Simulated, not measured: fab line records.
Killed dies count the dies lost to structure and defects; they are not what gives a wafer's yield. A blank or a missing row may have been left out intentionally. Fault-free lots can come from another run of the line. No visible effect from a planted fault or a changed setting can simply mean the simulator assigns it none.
Chamber matching :: flow berkeley-cmos170 :: UCB170_ZERO_ETCH_06 on rie-diel-02: 4 sister chambers
The step etches SiO2 in CHF3/CF4/Ar, time 12 s. 4 wafers are shown with their chamber, then 8 later ones without.

== WAFERS PAIRED WITH THEIR CHAMBERS ==
wafer: L090.2
chamber: 1
throttle-valve-pct (%): 9.10

wafer: L090.3
chamber: 3
throttle-valve-pct (%): 9.37

wafer: L090.4
chamber: 2
throttle-valve-pct (%): 9.56

wafer: L091.3
chamber: 0
throttle-valve-pct (%): 9.19

== WAFERS WHOSE CHAMBER IS MISSING ==
wafer: L091.4
throttle-valve-pct (%): 9.56

wafer: L091.5
throttle-valve-pct (%): 9.54

wafer: L092.3
throttle-valve-pct (%): 9.55

wafer: L092.4
throttle-valve-pct (%): 9.10

wafer: L092.6
throttle-valve-pct (%): 9.21

wafer: L094.1
throttle-valve-pct (%): 9.20

wafer: L094.4
throttle-valve-pct (%): 9.56

wafer: L094.5
throttle-valve-pct (%): 9.11

== CHAMBER TAKEN BY EACH ==
wafer: L091.4
from the rows above: 2
in truth: 2

wafer: L091.5
from the rows above: 2
in truth: 2

wafer: L092.3
from the rows above: 2
in truth: 2

wafer: L092.4
from the rows above: 1
in truth: 1

wafer: L092.6
from the rows above: 0
in truth: 0

wafer: L094.1
from the rows above: 0
in truth: 0

wafer: L094.4
from the rows above: 2
in truth: 2

wafer: L094.5
from the rows above: 1
in truth: 1
Correct placement for 8 of the 8. From these rows, 0 cannot be placed. 0 placed wrongly.
How it was worked out, from the rows above alone: a wafer's distance from a chamber is the root of the sum, over the readings, of the square of ((its reading less the chamber's mean) divided by the reading's scatter). If the next closest chamber is less than 2 further off than the closest, the wafer can't be placed; otherwise it belongs to the closest. A chamber's mean is the mean of its shown wafers. The scatter (one wafer shown for each chamber): square how far every hidden wafer sits from the nearest shown wafer, average those squares and take the square root.
